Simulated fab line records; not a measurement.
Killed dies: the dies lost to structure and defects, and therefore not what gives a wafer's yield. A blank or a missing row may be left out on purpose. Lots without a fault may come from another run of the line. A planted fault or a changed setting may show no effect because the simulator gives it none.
Which of the tools did it? | flow berkeley-cmos170 | 42 wafers from 14 lots sampled at 4 of the route's 331 steps

WHAT THE GAUGES SHOWED, per wafer
UCB170_NWELL_THK_MEAS_02. Usual: for NWELL_OXIDE_THK the level is 26.5 nm and the standard deviation is 0.47.
lot  | measured    | on            | NWELL_OXIDE_THK (nm) | flag
L286 | day 2 05:37 | film-metro-03 | 26.8 26.5 26.7       |
L288 | day 2 23:11 | film-metro-04 | 26.1 26.0 26.5       |
L289 | day 2 23:11 | film-metro-01 | 27.1 26.7 26.4       |
L290 | day 3 11:36 | film-metro-03 | 25.9 26.4 26.2       |
L291 | day 3 16:22 | film-metro-03 | 26.9 26.2 26.3       |
L292 | day 4 02:52 | film-metro-03 | 26.2 26.4 26.3       |
L293 | day 4 02:56 | film-metro-03 | 26.8 26.5 26.3       |
L294 | day 4 02:59 | film-metro-01 | 26.3 26.0 26.2       |
L295 | day 4 12:45 | film-metro-01 | 26.2 26.3 26.3       |
L297 | day 4 17:07 | film-metro-01 | 26.6 26.5 27.0       |
L298 | day 5 01:44 | film-metro-04 | 26.6 26.9 27.3       |
L301 | day 5 06:53 | film-metro-04 | 26.4 26.1 25.7       |
L304 | day 5 22:59 | film-metro-01 | 27.2 27.1 27.4       |
L305 | day 6 11:11 | film-metro-03 | 27.0 26.6 26.6       |

UCB170_PWELL_THK_MEAS_03. Usual: for PWELL_OXIDE_THK the level is 26.7 nm and the standard deviation is 0.45.
lot  | measured    | on            | PWELL_OXIDE_THK (nm) | flag
L286 | day 3 00:32 | film-metro-02 | 26.7 26.8 26.4       |
L288 | day 3 20:11 | film-metro-02 | 26.8 27.6 27.3       |
L289 | day 3 20:11 | film-metro-01 | 26.6 27.0 26.7       |
L290 | day 4 10:04 | film-metro-01 | 25.9 26.4 26.1       |
L291 | day 4 10:04 | film-metro-02 | 27.2 26.9 26.6       |
L292 | day 5 00:53 | film-metro-02 | 27.0 26.6 27.3       |
L293 | day 5 02:43 | film-metro-02 | 26.0 26.2 26.7       |
L294 | day 5 02:42 | film-metro-04 | 26.5 26.6 26.9       |
L295 | day 5 08:46 | film-metro-02 | 26.9 26.8 26.9       |
L297 | day 5 08:46 | film-metro-01 | 26.5 26.1 26.3       |
L298 | day 5 16:44 | film-metro-04 | 26.4 26.4 26.2       |
L301 | day 6 00:20 | film-metro-04 | 27.0 26.8 26.6       |
L304 | day 6 18:19 | film-metro-02 | 27.7 26.6 27.1       |
L305 | day 7 02:33 | film-metro-02 | 27.2 27.7 27.8       |

UCB170_GATE_THK_MEAS_02. Usual: for GATE_OXIDE_THK the level is 6.58 nm and the standard deviation is 0.12.
lot  | measured     | on            | GATE_OXIDE_THK (nm) | flag
L286 | day 6 04:15  | film-metro-03 | 6.72 6.62 6.64      |
L288 | day 6 23:19  | film-metro-02 | 6.56 6.61 6.59      |
L289 | day 6 23:19  | film-metro-04 | 6.40 6.34 6.37      |
L290 | day 7 03:04  | film-metro-02 | 6.64 6.69 6.56      |
L291 | day 7 03:04  | film-metro-03 | 6.79 6.73 6.71      |
L292 | day 8 03:20  | film-metro-02 | 6.69 6.59 6.64      |
L293 | day 8 03:17  | film-metro-04 | 6.80 6.77 6.80      |
L294 | day 8 03:20  | film-metro-03 | 6.64 6.63 6.47      |
L295 | day 8 03:16  | film-metro-02 | 6.74 6.68 6.64      |
L297 | day 8 12:47  | film-metro-02 | 8.14 8.17 8.06      | OFF
L298 | day 8 12:48  | film-metro-04 | 8.03 8.12 8.00      | OFF
L301 | day 8 23:14  | film-metro-04 | 6.37 6.51 6.52      |
L304 | day 9 11:16  | film-metro-03 | 6.56 6.57 6.55      |
L305 | day 10 01:50 | film-metro-04 | 6.37 6.54 6.35      |

WHICH TOOL RAN EACH LOT (tool, then ch and the chambers of the sampled wafers, then the start)
lot  | UCB170_GATE_OXIDATION_01
L286 | furnace-04 ch 0, day 6 02:45
L288 | furnace-01 ch 0, day 6 21:49
L289 | furnace-01 ch 0, day 6 21:49
L290 | furnace-04 ch 0, day 7 01:33
L291 | furnace-04 ch 0, day 7 01:33
L292 | furnace-03 ch 0, day 8 01:46
L293 | furnace-03 ch 0, day 8 01:46
L294 | furnace-03 ch 0, day 8 01:46
L295 | furnace-03 ch 0, day 8 01:46
L297 | furnace-03 ch 0, day 8 11:17
L298 | furnace-03 ch 0, day 8 11:17
L301 | furnace-01 ch 0, day 8 21:37
L304 | furnace-04 ch 0, day 9 09:45
L305 | furnace-01 ch 0, day 10 00:19
- UCB170_GATE_OXIDATION_01: target thk 6.6 nm, ox time 1800 s.

WHAT THE TOOLS THEMSELVES READ (means of the sampled wafers that have a number; where no wafer has one, the mark that the record gives instead)
UCB170_GATE_OXIDATION_01. Usual: spike-tc-centre-C 852.4 C, standard deviation 1.3; spike-tc-load-C 876 C, standard deviation 5.5; spike-tc-source-C 869.8 C, standard deviation 1.1; tube-center-temp-C 850.01 C, standard deviation 0.072; tube_center_temp_C_max 852.2, standard deviation 0.34; zone-power-centre-pct 42 %, standard deviation 3.
lot  | tool       | spike-tc-centre-C (C) | spike-tc-load-C (C) | spike-tc-source-C (C) | tube-center-temp-C (C) | tube_center_temp_C_max | zone-power-centre-pct (%) | flag
L286 | furnace-04 | 852.1                 | 880                 | 869.6                 | 850.06                 | 852.3                  | 47                        |
L288 | furnace-01 | 851.8                 | 867                 | 869.5                 | 850.01                 | 852.3                  | 40                        |
L289 | furnace-01 | 853.0                 | 867                 | 869.0                 | 849.98                 | 852.1                  | 40                        |
L290 | furnace-04 | 851.3                 | 879                 | 870.6                 | 849.97                 | 852.2                  | 46                        |
L291 | furnace-04 | 850.9                 | 879                 | 870.5                 | 849.98                 | 852.2                  | 46                        |
L292 | furnace-03 | 852.5                 | 881                 | 870.3                 | 850.03                 | 851.8                  | 41                        |
L293 | furnace-03 | 852.0                 | 880                 | 870.3                 | 849.97                 | 852.3                  | 41                        |
L294 | furnace-03 | 853.0                 | 881                 | 870.5                 | 850.03                 | 852.4                  | 41                        |
L295 | furnace-03 | 853.5                 | 880                 | 871.0                 | 849.98                 | 852.2                  | 41                        |
L297 | furnace-03 | 869.7                 | 897                 | 886.9                 | 866.03                 | 868.2                  | 41                        | OFF
L298 | furnace-03 | 869.1                 | 896                 | 886.7                 | 865.97                 | 868.1                  | 42                        | OFF
L301 | furnace-01 | 852.5                 | 868                 | 868.2                 | 849.98                 | 852.3                  | 40                        |
L304 | furnace-04 | 851.2                 | 879                 | 870.6                 | 849.95                 | 851.9                  | 46                        |
L305 | furnace-01 | 852.7                 | 868                 | 868.9                 | 850.02                 | 852.1                  | 40                        |

THE ANSWER, worked out from the rows above alone
Rule: lot off if the mean of its wafers having a number is beyond 3 standard deviations from the usual mean. A lot without any number at a reading at which 4 lots or more have one is off too. Any other lot the step has rows for is counted as sound. First the gauges in route order, then the tools' own readings, where a lot's mean is used as printed above. At the first step where some lot is off, the reading lying furthest off is the one used; lots without a number count as furthest.
Off: L297, L298, seen at UCB170_GATE_THK_MEAS_02 (GATE_OXIDE_THK).
If a tool, at a process step before that reading, ran all the lots that are off and no sound lot after the first of them, it fits. The gauges at UCB170_GATE_THK_MEAS_02 aren't tried: what is off there is off at UCB170_GATE_OXIDATION_01 too, on other tools, and a gauge's error can't cause that. One candidate fits, namely furnace-03 at UCB170_GATE_OXIDATION_01. A fault onset in the window from L292 (day 8 01:46, its last sound lot) to L297 (day 8 11:17, its first lot off) fits.
The tool's own readings at UCB170_GATE_OXIDATION_01 bear it out: on the lots that are off they differ by more than 5 times the standard deviation of the sound lots' means. spike-tc-centre-C reads 869.4 C there against 852.2 C on the sound lots; spike-tc-source-C reads 886.8 C there against 869.9 C on the sound lots; tube-center-temp-C reads 866.00 C there against 850.00 C on the sound lots; tube_center_temp_C_max reads 868.2 there against 852.2 on the sound lots.

WHAT THE SIMULATOR HAD PUT IN
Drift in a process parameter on furnace-03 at UCB170_GATE_OXIDATION_01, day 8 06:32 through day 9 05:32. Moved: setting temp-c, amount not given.
Shown lots that were struck: L297, L298. The same result came from the rule above.
